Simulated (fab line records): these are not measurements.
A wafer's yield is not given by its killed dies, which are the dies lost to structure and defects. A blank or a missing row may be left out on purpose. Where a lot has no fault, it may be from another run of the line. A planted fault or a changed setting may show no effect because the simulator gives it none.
Chamber matching | flow rit-cmos | rie-diel-04 running RIT_CONTACT_ETCH_11: 4 sister chambers
The step etches SiO2 in CHF3/CF4/Ar, stops on TiSi2, target depth 480 nm, time 320 s. 14 wafers are shown with their chamber, then 7 later ones without.

== WAFERS WITH THEIR CHAMBER ==
wafer  | chamber | drypump-motor-current-A (A) | throttle-valve-pct (%) | oes-product-au (a.u.)
L711.1 | 1       | 5.7                         | 8.94                   | 0.998
L711.4 | 0       | 5.9                         | 8.95                   | 1.001
L711.6 | 2       | 5.5                         | 8.89                   | 0.976
L713.2 | 2       | 5.5                         | 8.91                   | 0.978
L713.4 | 3       | 6.4                         | 9.02                   | 1.011
L713.6 | 0       | 5.9                         | 8.95                   | 1.002
L717.1 | 3       | 6.4                         | 9.01                   | 1.005
L717.2 | 1       | 5.7                         | 8.93                   | 0.994
L717.6 | 3       | 6.5                         | 9.01                   | 1.010
L719.2 | 2       | 5.5                         | 8.89                   | 0.979
L719.3 | 0       | 5.9                         | 8.95                   | 1.002
L719.6 | 3       | 6.5                         | 9.01                   | 1.013
L724.3 | 2       | 5.5                         | 8.89                   | 0.976
L724.4 | 3       | 6.5                         | 8.99                   | 1.000

SIGNATURES, as means of the wafers listed above
reading                 | chamber 0 | chamber 1 | chamber 2 | chamber 3 | scatter within a chamber
drypump-motor-current-A | 5.900     | 5.700     | 5.500     | 6.460     | 0.0346
throttle-valve-pct      | 8.9500    | 8.9350    | 8.8950    | 9.0080    | 0.00911
oes-product-au          | 1.00167   | 0.99600   | 0.97725   | 1.00780   | 0.00355
Rule: distance of a wafer from a chamber = root of the sum over the readings of ((wafer's reading minus chamber's mean) / reading's scatter) squared. The wafer belongs to the nearest chamber; if the next one is less than 2 further off, it can't be placed. The scatter: the root of (the sum of the squares of (reading less its chamber's mean) over the shown wafers, divided by (wafers less chambers)).

== WAFERS WITHOUT THEIR CHAMBER ==
wafer  | drypump-motor-current-A (A) | throttle-valve-pct (%) | oes-product-au (a.u.)
L724.5 | 5.9                         | 8.94                   | 0.998
L726.1 | 5.9                         | 8.96                   | 1.003
L726.5 | 6.5                         | 9.00                   | 1.010
L726.6 | 5.9                         | 8.94                   | 1.009
L732.2 | 6.5                         | 9.01                   | 1.008
L732.3 | 5.6                         | 8.93                   | 0.998
L732.4 | 5.5                         | 8.90                   | 0.968

== CHAMBER TAKEN BY EACH ==
wafer  | from the rows above | in truth
L724.5 | 0                   | 0
L726.1 | 0                   | 0
L726.5 | 3                   | 3
L726.6 | 0                   | 0
L732.2 | 3                   | 3
L732.3 | 1                   | 1
L732.4 | 2                   | 2
Correct placement for 7 of the 7. Can't be placed from these rows: 0. Wrongly placed: 0.
